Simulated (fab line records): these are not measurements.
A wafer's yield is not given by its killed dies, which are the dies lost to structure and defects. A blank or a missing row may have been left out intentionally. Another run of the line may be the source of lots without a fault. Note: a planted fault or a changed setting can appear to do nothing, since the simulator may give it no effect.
The tool behind it: which one? || flow berkeley cmos170 || 42 wafers from 14 lots sampled at 6 of the route's 331 steps

== WHAT THE GAUGES READ, wafer by wafer ==
UCB170_WELLDRIVE_THK_MEAS_02.
{"lot": "L775", "measured": "day 4 03:16", "on": "film metro-02", "WELLDRIVE_OXIDE_THK (nm)": "199 202 198"}
{"lot": "L776", "measured": "day 4 09:32", "on": "film metro-02", "WELLDRIVE_OXIDE_THK (nm)": "197 199 195"}
{"lot": "L777", "measured": "day 4 09:32", "on": "film metro-04", "WELLDRIVE_OXIDE_THK (nm)": "197 195 195"}
{"lot": "L778", "measured": "day 5 01:05", "on": "film metro-04", "WELLDRIVE_OXIDE_THK (nm)": "197 197 198"}
{"lot": "L781", "measured": "day 5 09:41", "on": "film metro-02", "WELLDRIVE_OXIDE_THK (nm)": "199 201 200"}
{"lot": "L780", "measured": "day 5 09:42", "on": "film metro-03", "WELLDRIVE_OXIDE_THK (nm)": "200 198 197"}
{"lot": "L784", "measured": "day 5 23:31", "on": "film metro-04", "WELLDRIVE_OXIDE_THK (nm)": "196 196 196"}
{"lot": "L786", "measured": "day 6 06:40", "on": "film metro-04", "WELLDRIVE_OXIDE_THK (nm)": "205 201 200"}
{"lot": "L791", "measured": "day 7 04:55", "on": "film metro-04", "WELLDRIVE_OXIDE_THK (nm)": "199 200 201"}
{"lot": "L790", "measured": "day 7 04:55", "on": "film metro-02", "WELLDRIVE_OXIDE_THK (nm)": "199 198 200"}
{"lot": "L795", "measured": "day 8 05:39", "on": "film metro-03", "WELLDRIVE_OXIDE_THK (nm)": "198 194 199"}
{"lot": "L796", "measured": "day 8 20:24", "on": "film metro-02", "WELLDRIVE_OXIDE_THK (nm)": "197 200 197"}
{"lot": "L797", "measured": "day 8 20:26", "on": "film metro-04", "WELLDRIVE_OXIDE_THK (nm)": "200 198 199"}
{"lot": "L798", "measured": "day 9 04:25", "on": "film metro-02", "WELLDRIVE_OXIDE_THK (nm)": "197 198 196"}

UCB170_M2_CD_MEAS_90 targets a cd of 700 nm.
{"lot": "L775", "measured": "day 8 21:44", "on": "cd sem-01", "cd nm (nm)": "700 699 697"}
{"lot": "L776", "measured": "day 8 23:02", "on": "cd sem-02", "cd nm (nm)": "690 699 692"}
{"lot": "L777", "measured": "day 8 23:41", "on": "cd sem-01", "cd nm (nm)": "700 696 701"}
{"lot": "L778", "measured": "day 9 23:02", "on": "cd sem-02", "cd nm (nm)": "700 701 699"}
{"lot": "L781", "measured": "day 10 16:19", "on": "cd sem-01", "cd nm (nm)": "697 696 699"}
{"lot": "L780", "measured": "day 10 14:54", "on": "cd sem-01", "cd nm (nm)": "694 700 697"}
{"lot": "L784", "measured": "day 11 11:58", "on": "cd sem-02", "cd nm (nm)": "695 699 695"}
{"lot": "L786", "measured": "day 12 05:47", "on": "cd sem-02", "cd nm (nm)": "695 693 696"}
{"lot": "L791", "measured": "day 12 22:47", "on": "cd sem-02", "cd nm (nm)": "- - -"}
{"lot": "L790", "measured": "day 13 00:56", "on": "cd sem-01", "cd nm (nm)": "- - -"}
{"lot": "L795", "measured": "day 13 17:13", "on": "cd sem-01", "cd nm (nm)": "694 700 697"}
{"lot": "L796", "measured": "day 14 05:31", "on": "cd sem-01", "cd nm (nm)": "702 703 704"}
{"lot": "L797", "measured": "day 14 05:19", "on": "cd sem-02", "cd nm (nm)": "697 694 698"}
{"lot": "L798", "measured": "day 14 03:17", "on": "cd sem-02", "cd nm (nm)": "693 700 699"}

UCB170_M3_OVL_MEAS_16.
{"lot": "L775", "measured": "day 9 02:23", "on": "overlay-02", "M3_OVL (nm)": "1 4 3"}
{"lot": "L776", "measured": "day 9 03:55", "on": "overlay-02", "M3_OVL (nm)": "9 4 9"}
{"lot": "L777", "measured": "day 9 04:20", "on": "overlay-02", "M3_OVL (nm)": "10 3 17"}
{"lot": "L778", "measured": "day 10 03:37", "on": "overlay-01", "M3_OVL (nm)": "9 7 7"}
{"lot": "L781", "measured": "day 10 20:48", "on": "overlay-01", "M3_OVL (nm)": "8 1 6"}
{"lot": "L780", "measured": "day 10 19:46", "on": "overlay-02", "M3_OVL (nm)": "10 11 4"}
{"lot": "L784", "measured": "day 11 17:45", "on": "overlay-01", "M3_OVL (nm)": "-2 3 -4"}
{"lot": "L786", "measured": "day 12 13:52", "on": "overlay-01", "M3_OVL (nm)": "1 6 7"}
{"lot": "L795", "measured": "day 13 23:28", "on": "overlay-01", "M3_OVL (nm)": "2 4 -4"}
{"lot": "L796", "measured": "day 14 12:47", "on": "overlay-02", "M3_OVL (nm)": "1 4 6"}
{"lot": "L797", "measured": "day 14 10:19", "on": "overlay-02", "M3_OVL (nm)": "10 -3 1"}
{"lot": "L798", "measured": "day 14 08:00", "on": "overlay-02", "M3_OVL (nm)": "0 4 9"}

== WHICH TOOL RAN EACH LOT (tool, then ch and the chambers of the sampled wafers, then the start) ==
{"lot": "L775", "UCB170_M2_METAL_ETCH_18": "rie metal-01 ch 0,1, day 8 21:27", "UCB170_M2_STRIP_19": "plasma asher-03 ch 0,1, day 8 21:38", "UCB170_V2_STRIP_15": "plasma asher-02 ch 0,1, day 9 00:02"}
{"lot": "L776", "UCB170_M2_METAL_ETCH_18": "rie metal-04 ch 0,1, day 8 22:44", "UCB170_M2_STRIP_19": "plasma asher-04 ch 0,1, day 8 22:56", "UCB170_V2_STRIP_15": "plasma asher-04 ch 0,1, day 9 01:30"}
{"lot": "L777", "UCB170_M2_METAL_ETCH_18": "rie metal-01 ch 0,1, day 8 23:24", "UCB170_M2_STRIP_19": "plasma asher-04 ch 0,1, day 8 23:35", "UCB170_V2_STRIP_15": "plasma asher-04 ch 0,1, day 9 01:55"}
{"lot": "L778", "UCB170_M2_METAL_ETCH_18": "rie metal-01 ch 0,1, day 9 22:44", "UCB170_M2_STRIP_19": "plasma asher-03 ch 0,1, day 9 22:55", "UCB170_V2_STRIP_15": "plasma asher-02 ch 0, day 10 01:12"}
{"lot": "L781", "UCB170_M2_METAL_ETCH_18": "rie metal-02 ch 0,1, day 10 16:02", "UCB170_M2_STRIP_19": "plasma asher-02 ch 0,1, day 10 16:13", "UCB170_V2_STRIP_15": "plasma asher-02 ch 0,1, day 10 18:29"}
{"lot": "L780", "UCB170_M2_METAL_ETCH_18": "rie metal-04 ch 0,1, day 10 14:35", "UCB170_M2_STRIP_19": "plasma asher-02 ch 0,1, day 10 14:47", "UCB170_V2_STRIP_15": "plasma asher-02 ch 0,1, day 10 17:22"}
{"lot": "L784", "UCB170_M2_METAL_ETCH_18": "rie metal-02 ch 0,1, day 11 11:32", "UCB170_M2_STRIP_19": "plasma asher-04 ch 0,1, day 11 11:42", "UCB170_V2_STRIP_15": "plasma asher-04 ch 0,1, day 11 15:18"}
{"lot": "L786", "UCB170_M2_METAL_ETCH_18": "rie metal-02 ch 0, day 12 05:19", "UCB170_M2_STRIP_19": "plasma asher-02 ch 0,1, day 12 05:41", "UCB170_V2_STRIP_15": "plasma asher-02 ch 0,1, day 12 08:08"}
{"lot": "L791", "UCB170_M2_METAL_ETCH_18": "rie metal-02 ch 0,1, day 12 22:29", "UCB170_M2_STRIP_19": "plasma asher-03 ch 0,1, day 12 22:41", "UCB170_V2_STRIP_15": "-"}
{"lot": "L790", "UCB170_M2_METAL_ETCH_18": "rie metal-01 ch 0,1, day 13 00:38", "UCB170_M2_STRIP_19": "plasma asher-04 ch 0,1, day 13 00:49", "UCB170_V2_STRIP_15": "-"}
{"lot": "L795", "UCB170_M2_METAL_ETCH_18": "rie metal-04 ch 0,1, day 13 16:47", "UCB170_M2_STRIP_19": "plasma asher-03 ch 0,1, day 13 16:59", "UCB170_V2_STRIP_15": "plasma asher-02 ch 0,1, day 13 20:15"}
{"lot": "L796", "UCB170_M2_METAL_ETCH_18": "rie metal-01 ch 0,1, day 14 05:14", "UCB170_M2_STRIP_19": "plasma asher-03 ch 0,1, day 14 05:25", "UCB170_V2_STRIP_15": "plasma asher-02 ch 0,1, day 14 08:37"}
{"lot": "L797", "UCB170_M2_METAL_ETCH_18": "rie metal-02 ch 0,1, day 14 05:01", "UCB170_M2_STRIP_19": "plasma asher-04 ch 0,1, day 14 05:11", "UCB170_V2_STRIP_15": "plasma asher-01 ch 0,1, day 14 07:56"}
{"lot": "L798", "UCB170_M2_METAL_ETCH_18": "rie metal-04 ch 0,1, day 14 02:59", "UCB170_M2_STRIP_19": "plasma asher-04 ch 0,1, day 14 03:11", "UCB170_V2_STRIP_15": "plasma asher-01 ch 0,1, day 14 05:30"}
- UCB170_M2_METAL_ETCH_18: etches Al in Cl2/BCl3, stops on SiO2, target depth 1170 nm, time 195 s.
- UCB170_M2_STRIP_19: strips in O2.
- UCB170_V2_STRIP_15: strips in O2.

== AS READ BY THE TOOLS THEMSELVES (means over the sampled wafers that have a number; for cases with no such wafer, the mark the record gives instead) ==
UCB170_M2_METAL_ETCH_18.
{"lot": "L775", "tool": "rie metal-01", "bcl3 flow sccm (sccm)": 44.88, "bias w (W)": 120.1, "drypump motor current A (A)": 5.6, "oes product au (a.u.)": 0.864, "throttle valve pct (%)": 24.27}
{"lot": "L776", "tool": "rie metal-04", "bcl3 flow sccm (sccm)": 44.89, "bias w (W)": 119.8, "drypump motor current A (A)": 6.2, "oes product au (a.u.)": 0.860, "throttle valve pct (%)": 24.27}
{"lot": "L777", "tool": "rie metal-01", "bcl3 flow sccm (sccm)": 44.94, "bias w (W)": 120.3, "drypump motor current A (A)": 5.2, "oes product au (a.u.)": 0.853, "throttle valve pct (%)": 24.48}
{"lot": "L778", "tool": "rie metal-01", "bcl3 flow sccm (sccm)": 44.94, "bias w (W)": 120.4, "drypump motor current A (A)": 5.6, "oes product au (a.u.)": 0.876, "throttle valve pct (%)": 24.26}
{"lot": "L781", "tool": "rie metal-02", "bcl3 flow sccm (sccm)": 44.96, "bias w (W)": 119.9, "drypump motor current A (A)": 6.2, "oes product au (a.u.)": 0.847, "throttle valve pct (%)": 24.45}
{"lot": "L780", "tool": "rie metal-04", "bcl3 flow sccm (sccm)": 45.02, "bias w (W)": 119.9, "drypump motor current A (A)": 6.2, "oes product au (a.u.)": 0.865, "throttle valve pct (%)": 24.27}
{"lot": "L784", "tool": "rie metal-02", "bcl3 flow sccm (sccm)": 44.97, "bias w (W)": 119.8, "drypump motor current A (A)": 6.2, "oes product au (a.u.)": 0.839, "throttle valve pct (%)": 24.47}
{"lot": "L786", "tool": "rie metal-02", "bcl3 flow sccm (sccm)": 44.93, "bias w (W)": 119.8, "drypump motor current A (A)": 5.5, "oes product au (a.u.)": 0.858, "throttle valve pct (%)": 24.75}
{"lot": "L791", "tool": "rie metal-02", "bcl3 flow sccm (sccm)": "-", "bias w (W)": "-", "drypump motor current A (A)": "-", "oes product au (a.u.)": "-", "throttle valve pct (%)": "-"}
{"lot": "L790", "tool": "rie metal-01", "bcl3 flow sccm (sccm)": "-", "bias w (W)": "-", "drypump motor current A (A)": "-", "oes product au (a.u.)": "-", "throttle valve pct (%)": "-"}
{"lot": "L795", "tool": "rie metal-04", "bcl3 flow sccm (sccm)": 44.99, "bias w (W)": 120.1, "drypump motor current A (A)": 6.2, "oes product au (a.u.)": 0.857, "throttle valve pct (%)": 24.28}
{"lot": "L796", "tool": "rie metal-01", "bcl3 flow sccm (sccm)": 45.12, "bias w (W)": 119.8, "drypump motor current A (A)": 5.1, "oes product au (a.u.)": 0.859, "throttle valve pct (%)": 24.47}
{"lot": "L797", "tool": "rie metal-02", "bcl3 flow sccm (sccm)": 45.06, "bias w (W)": 120.0, "drypump motor current A (A)": 5.8, "oes product au (a.u.)": 0.846, "throttle valve pct (%)": 24.61}
{"lot": "L798", "tool": "rie metal-04", "bcl3 flow sccm (sccm)": 45.05, "bias w (W)": 120.0, "drypump motor current A (A)": 6.0, "oes product au (a.u.)": 0.853, "throttle valve pct (%)": 24.37}

UCB170_M2_STRIP_19.
{"lot": "L775", "tool": "plasma asher-03", "drypump motor current A (A)": 6.4, "oes product au (a.u.)": 0.537}
{"lot": "L776", "tool": "plasma asher-04", "drypump motor current A (A)": 6.2, "oes product au (a.u.)": 0.515}
{"lot": "L777", "tool": "plasma asher-04", "drypump motor current A (A)": 6.3, "oes product au (a.u.)": 0.546}
{"lot": "L778", "tool": "plasma asher-03", "drypump motor current A (A)": 6.5, "oes product au (a.u.)": 0.543}
{"lot": "L781", "tool": "plasma asher-02", "drypump motor current A (A)": 5.0, "oes product au (a.u.)": 0.555}
{"lot": "L780", "tool": "plasma asher-02", "drypump motor current A (A)": 5.2, "oes product au (a.u.)": 0.506}
{"lot": "L784", "tool": "plasma asher-04", "drypump motor current A (A)": 6.0, "oes product au (a.u.)": 0.543}
{"lot": "L786", "tool": "plasma asher-02", "drypump motor current A (A)": 5.2, "oes product au (a.u.)": 0.566}
{"lot": "L791", "tool": "plasma asher-03", "drypump motor current A (A)": 6.5, "oes product au (a.u.)": 0.724}
{"lot": "L790", "tool": "plasma asher-04", "drypump motor current A (A)": 6.3, "oes product au (a.u.)": 0.723}
{"lot": "L795", "tool": "plasma asher-03", "drypump motor current A (A)": 6.5, "oes product au (a.u.)": 0.507}
{"lot": "L796", "tool": "plasma asher-03", "drypump motor current A (A)": 6.4, "oes product au (a.u.)": 0.541}
{"lot": "L797", "tool": "plasma asher-04", "drypump motor current A (A)": 6.2, "oes product au (a.u.)": 0.566}
{"lot": "L798", "tool": "plasma asher-04", "drypump motor current A (A)": 6.3, "oes product au (a.u.)": 0.530}

UCB170_V2_STRIP_15.
{"lot": "L775", "tool": "plasma asher-02", "drypump motor current A (A)": 5.0, "oes product au (a.u.)": 0.723, "strip time to endpoint s (s)": 15.33}
{"lot": "L776", "tool": "plasma asher-04", "drypump motor current A (A)": 6.2, "oes product au (a.u.)": 0.723, "strip time to endpoint s (s)": 15.42}
{"lot": "L777", "tool": "plasma asher-04", "drypump motor current A (A)": 6.0, "oes product au (a.u.)": 0.723, "strip time to endpoint s (s)": 15.27}
{"lot": "L778", "tool": "plasma asher-02", "drypump motor current A (A)": 5.4, "oes product au (a.u.)": 0.717, "strip time to endpoint s (s)": 15.32}
{"lot": "L781", "tool": "plasma asher-02", "drypump motor current A (A)": 5.2, "oes product au (a.u.)": 0.725, "strip time to endpoint s (s)": 15.38}
{"lot": "L780", "tool": "plasma asher-02", "drypump motor current A (A)": 5.2, "oes product au (a.u.)": 0.717, "strip time to endpoint s (s)": 15.46}
{"lot": "L784", "tool": "plasma asher-04", "drypump motor current A (A)": 6.2, "oes product au (a.u.)": 0.722, "strip time to endpoint s (s)": 15.20}
{"lot": "L786", "tool": "plasma asher-02", "drypump motor current A (A)": 5.2, "oes product au (a.u.)": 0.720, "strip time to endpoint s (s)": 15.28}
{"lot": "L795", "tool": "plasma asher-02", "drypump motor current A (A)": 5.2, "oes product au (a.u.)": 0.723, "strip time to endpoint s (s)": 15.25}
{"lot": "L796", "tool": "plasma asher-02", "drypump motor current A (A)": 5.0, "oes product au (a.u.)": 0.722, "strip time to endpoint s (s)": 15.40}
{"lot": "L797", "tool": "plasma asher-01", "drypump motor current A (A)": 5.4, "oes product au (a.u.)": 0.720, "strip time to endpoint s (s)": 15.26}
{"lot": "L798", "tool": "plasma asher-01", "drypump motor current A (A)": 5.4, "oes product au (a.u.)": 0.725, "strip time to endpoint s (s)": 15.48}

== THE ANSWER, worked out from the rows above alone ==
Rule: what is usual is taken from the lots themselves. Put in order of their means at a reading, lots are off if they are a third of the lots or fewer, leave a main group of 4 or more, and stand apart from it by a gap of 3 or more times the standard deviation of the main group's means; of several such gaps the widest counts. If all means in a main group match to the digits the tables above print for the reading, that group is not used. Also off: a lot with no number at a reading for which 4 or more lots have one. Where the step has rows for the other lots, those lots are counted as sound. The gauges are gone through in route order, then the tools' own readings, and for those a lot's mean is taken as printed above. The first step at which some lot is off is used, and at that step the reading that is off furthest; a lot without a number counts as furthest.
Off: L791, L790, at UCB170_M2_CD_MEAS_90 (cd nm). Without a number there: L791, L790. Main group: mean 698 nm, sd 2.3.
If a tool, at a process step before that reading, ran all the lots that are off and no sound lot after the first of them, it fits. Not tried: the gauges at UCB170_M2_CD_MEAS_90; whatever is off there is also off at UCB170_M2_METAL_ETCH_18, on other tools, and gauge error can't account for it. Not one of the candidates tried fits.

== WHAT HAD BEEN PUT IN BY THE SIMULATOR ==
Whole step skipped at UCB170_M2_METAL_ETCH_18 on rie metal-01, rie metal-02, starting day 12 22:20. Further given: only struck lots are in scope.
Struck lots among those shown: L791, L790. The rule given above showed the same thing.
